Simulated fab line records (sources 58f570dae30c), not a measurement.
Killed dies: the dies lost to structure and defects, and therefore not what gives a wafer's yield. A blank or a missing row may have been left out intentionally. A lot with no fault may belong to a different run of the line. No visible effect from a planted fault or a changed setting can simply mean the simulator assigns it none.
Chamber matching	flow berkeleyCmos170	UCB170_V2_CVD_00 on pecvd-04: 3 sister chambers
The step deposits SiO2 from TEOS/O2, target thk 2000 nm, time 250 s. 3 wafers are shown with their chamber, then 7 later ones without.

== WAFERS, EACH WITH ITS CHAMBER ==
wafer	chamber	heaterPowerW (W)
L846.4	2	198
L845.1	1	477
L845.3	0	292

== WAFERS MISSING THEIR CHAMBER ==
wafer	heaterPowerW (W)
L845.4	371
L848.1	277
L848.4	283
L848.5	231
L850.3	212
L850.4	375
L850.5	270

== EACH ONE'S CHAMBER ==
wafer	from the rows above	in truth
L845.4	can't be placed: 0 or 1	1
L848.1	can't be placed: 0 or 2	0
L848.4	can't be placed: 0 or 2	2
L848.5	can't be placed: 2 or 0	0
L850.3	can't be placed: 2 or 0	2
L850.4	can't be placed: 0 or 1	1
L850.5	can't be placed: 0 or 2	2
Correct placement for 0 of the 7. Cannot be placed on the basis of these rows: 7; the candidates contain the true chamber in 7. Placed wrongly: 0.
How it was worked out, from the rows above alone: a wafer's distance from a chamber is the root of the sum, over the readings, of the square of ((its reading less the chamber's mean) divided by the reading's scatter). If the next closest chamber is less than 2 further off than the closest, the wafer can't be placed; otherwise it belongs to the closest. A chamber's mean is the mean of its shown wafers. The scatter: with one shown wafer a chamber, the root of the mean of the squares of how far each hidden wafer lies from its nearest shown one.
